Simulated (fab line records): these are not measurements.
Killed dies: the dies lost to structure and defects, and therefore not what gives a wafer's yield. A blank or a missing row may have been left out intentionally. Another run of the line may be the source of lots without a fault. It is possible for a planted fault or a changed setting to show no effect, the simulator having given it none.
One fault seen from 2 desks ; flow berkeley cmos170 ; each desk has only its own numbers; what lay behind them comes last

FROM THE METROLOGY DESK
Lot by lot, what the gauges showed, no matter which tool ran the lot: averages of those sampled wafers that carry a number. If a lot's mean is further than 4 standard deviations from the usual mean, the lot is out of limits and carries the mark OUT (the distance appears in the brackets).
Columns: A = cd nm at UCB170_ACTIVE_CD_MEAS_90, usual 1200.5 nm; B = SPACER_TEOS_THK at UCB170_SPACER_THK_MEAS_01, usual 375 nm; C = cd nm at UCB170_V2_CD_MEAS_12, usual 699.5 nm; D = V2_OVL at UCB170_V2_OVL_MEAS_13, usual 5 nm
lot;first seen here;A;B;C;D
L295;day 4 08:42;1200.7;378;700.3;9
L298;day 4 19:51;1201.2;375;698.3;8
L297;day 4 20:07;1201.5;372;700.2;13
L300;day 5 01:49;1203.4;380;699.3;8
L301;day 5 02:04;1201.0;375;699.0;5
L299;day 5 02:23;1199.8;380;699.9;10
L303;day 5 13:14;1202.0;375;699.0;6
L302;day 5 13:31;1201.4;368;702.7;3
L304;day 5 18:54;1197.7;375;699.5;16
L305;day 6 01:28;1200.3;378;698.6;3
L306;day 6 01:42;1199.1;372;698.3;4
L313;day 7 21:58;1198.8;295 (-16) OUT;698.6;9
L316;day 8 16:02;1199.5;370;699.4;3
Finding of this desk: L313 out of limits, first seen on L313 at day 9 22:49 (SPACER_TEOS_THK at UCB170_SPACER_THK_MEAS_01). L295, L298, L297, L300, L301, L299, L303, L302, L304, L305, L306, L316: within limits.

THE TOOL OWNER'S DESK: pecvd-03
The tool's own readings at UCB170_SPACER_CVD_00 (deposits SiO2 from TEOS/O2, target thk 376 nm, time 47 s): means of the sampled wafers that have a number, for each lot that ran on this tool. If a lot's mean is further than 4 standard deviations from the usual mean, the lot is out of limits and carries the mark OUT (the distance appears in the brackets).
Columns: A = heater power w at UCB170_SPACER_CVD_00, usual 246 W
lot;first seen here;A
L295;day 6 07:22;199
L299;day 6 19:46;189
L300;day 6 20:28;239
L304;day 7 19:21;226
L305;day 8 06:56;204
L313;day 9 22:46;283
Result from this desk: across the 6 lots, nothing is out of limits.

PUT TOGETHER
The metrology desk could have raised an alarm at day 9 22:49, on L313.
Nothing out of limits was seen by the tool owner's desk.
On record at the tool owner's desk: L313, within its limits.
The lots listed all ran UCB170_SPACER_CVD_00 on pecvd-03.

WHAT THE SIMULATOR HAD PUT IN
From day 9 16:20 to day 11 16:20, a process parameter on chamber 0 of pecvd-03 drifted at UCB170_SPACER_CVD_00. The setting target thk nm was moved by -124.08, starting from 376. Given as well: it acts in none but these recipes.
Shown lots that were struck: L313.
Hours from the fault's start to each desk's first reading out of limits: the metrology desk, 6.
